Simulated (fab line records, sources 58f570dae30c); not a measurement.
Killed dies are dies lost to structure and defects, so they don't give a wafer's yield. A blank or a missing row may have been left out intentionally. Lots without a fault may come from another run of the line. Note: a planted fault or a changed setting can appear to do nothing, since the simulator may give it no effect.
Which tool is to blame? / flow berkeley cmos170 / 7 lots with 21 wafers sampled at 3 steps, on a route of 331 steps

## WHAT THE GAUGES SHOWED, per wafer
UCB170_V1_BOW_MEAS_03.
lot=L541; measured=day 7 04:19; on=film metro-03; V1_BOW (um)=19 10 22
lot=L543; measured=day 8 01:29; on=film metro-03; V1_BOW (um)=12 12 18
lot=L547; measured=day 8 20:28; on=film metro-02; V1_BOW (um)=9 17 6
lot=L549; measured=day 9 09:58; on=film metro-01; V1_BOW (um)=22 23 21
lot=L556; measured=day 10 17:27; on=film metro-03; V1_BOW (um)=9 4 21
lot=L557; measured=day 10 21:44; on=film metro-01; V1_BOW (um)=19 14 19
lot=L564; measured=day 12 00:20; on=film metro-02; V1_BOW (um)=14 27 23

## EACH LOT AND THE TOOL THAT RAN IT (in order: tool; ch and the chambers of the sampled wafers; start)
lot=L541; UCB170_NSD_STRIP_09=plasma asher-03 ch 0,1, day 6 12:51; UCB170_SILICIDE_RTA_04=rtp anneal-02 ch 0, day 6 15:13
lot=L543; UCB170_NSD_STRIP_09=plasma asher-04 ch 0,1, day 7 05:39; UCB170_SILICIDE_RTA_04=rtp anneal-02 ch 0, day 7 07:41
lot=L547; UCB170_NSD_STRIP_09=plasma asher-03 ch 0,1, day 8 06:39; UCB170_SILICIDE_RTA_04=rtp anneal-01 ch 0, day 8 08:47
lot=L549; UCB170_NSD_STRIP_09=plasma asher-01 ch 0,1, day 8 15:58; UCB170_SILICIDE_RTA_04=rtp anneal-02 ch 0, day 8 21:25
lot=L556; UCB170_NSD_STRIP_09=plasma asher-01 ch 0,1, day 10 02:11; UCB170_SILICIDE_RTA_04=rtp anneal-01 ch 0, day 10 04:09
lot=L557; UCB170_NSD_STRIP_09=plasma asher-01 ch 0,1, day 10 04:23; UCB170_SILICIDE_RTA_04=rtp anneal-02 ch 0, day 10 06:25
lot=L564; UCB170_NSD_STRIP_09=plasma asher-04 ch 1, day 11 07:19; UCB170_SILICIDE_RTA_04=rtp anneal-02 ch 0, day 11 09:49
- UCB170_NSD_STRIP_09: strips in O2.
- UCB170_SILICIDE_RTA_04: time 15 s.

## THE ANSWER, worked out from the rows above alone
Rule: the lots themselves supply what counts as usual. Put in order of their means at a reading, lots are off if they are a third of the lots or fewer, leave a main group of 4 or more, and stand apart from it by a gap of 3 or more times the standard deviation of the main group's means; of several such gaps the widest counts. A main group is skipped when, at the precision printed for the reading in the tables above, its means are all equal. A lot without any number at a reading at which 4 lots or more have one is off too. Any other lot the step has rows for is counted as sound.
Nothing can be told from this: no lot is off at any reading shown.

## WHAT HAD BEEN PUT IN BY THE SIMULATOR
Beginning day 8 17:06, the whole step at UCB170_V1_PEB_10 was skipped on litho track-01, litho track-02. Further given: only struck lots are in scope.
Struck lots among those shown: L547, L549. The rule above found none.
